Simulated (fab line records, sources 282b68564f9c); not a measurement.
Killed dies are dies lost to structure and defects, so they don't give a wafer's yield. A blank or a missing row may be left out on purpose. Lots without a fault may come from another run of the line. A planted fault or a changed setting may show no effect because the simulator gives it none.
One fault seen from 2 desks | flow rit_cmos | each desk has only its own numbers; what lay behind them comes last

THE METROLOGY DESK
What the gauges read, lot by lot, whatever tool the lot ran on: means of the sampled wafers that have a number. A lot is out of limits, marked OUT, if its mean lies more than 4 standard deviations from the usual mean; the brackets give that distance.
Columns: A = CONTACT_TEOS_THK at RIT_CONTACT_THK_MEAS_01, usual 402 nm
lot  | first seen here | A
L828 | day 3 02:05     | 408
L829 | day 3 09:32     | 401
L830 | day 3 14:02     | 408
L831 | day 3 18:37     | 408
L832 | day 3 23:58     | 393
L833 | day 4 07:04     | 399
L834 | day 4 09:55     | 399
L835 | day 4 18:32     | 399
L840 | day 5 13:47     | 380
L843 | day 6 06:04     | 374 (-5.0) OUT
L847 | day 7 02:08     | 397
L848 | day 7 10:25     | 404
L850 | day 7 18:30     | 395
This desk's finding: out of limits on L843; first on L843, day 6 06:04 (CONTACT_TEOS_THK at RIT_CONTACT_THK_MEAS_01). In limits: L828, L829, L830, L831, L832, L833, L834, L835, L840, L847, L848, L850.

THE TOOL OWNER'S DESK: pecvd-04
The tool's own readings at RIT_CONTACT_CVD_00 (deposits SiO2 from TEOS, target thk 400 nm, time 61 s): means of the sampled wafers that have a number, for each lot that ran on this tool. A lot is out of limits, marked OUT, if its mean lies more than 4 standard deviations from the usual mean; the brackets give that distance.
Columns: A = heater_power_w at RIT_CONTACT_CVD_00, usual 356 W; B = rf_fwd_power_W at RIT_CONTACT_CVD_00, usual 396.3 W; C = run_length_s at RIT_CONTACT_CVD_00, usual 88.7 s; D = susceptor_temp_C at RIT_CONTACT_CVD_00, usual 389.98 C
lot  | first seen here | A   | B     | C               | D
L828 | day 3 02:02     | 359 | 396.3 | 88.2            | 389.93
L831 | day 3 18:34     | 316 | 394.7 | 87.7            | 390.09
L834 | day 4 09:52     | 360 | 396.3 | 87.9            | 389.94
L840 | day 5 13:44     | 346 | 399.9 | 84.1 (-6.4) OUT | 389.88
L843 | day 6 06:01     | 329 | 398.6 | 83.9 (-6.7) OUT | 389.98
This desk's finding: out of limits on L840, L843; first on L840, day 5 13:44 (run_length_s at RIT_CONTACT_CVD_00). In limits: L828, L831, L834.

PUT TOGETHER
The tool owner's desk could have raised an alarm at day 5 13:44, on L840, L843.
The metrology desk could have raised an alarm at day 6 06:04, on L843.
The metrology desk has L840 on record, within its limits.
Of the lots named, all ran RIT_CONTACT_CVD_00 on pecvd-04.

WHAT THE SIMULATOR HAD PUT IN
Process parameter drift: pecvd-04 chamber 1, from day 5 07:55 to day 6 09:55, at RIT_CONTACT_CVD_00. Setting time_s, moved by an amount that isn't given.
Lots struck among those shown: L840, L843.
Hours from the fault's start to each desk's first reading out of limits: the tool owner's desk, 6; the metrology desk, 22.
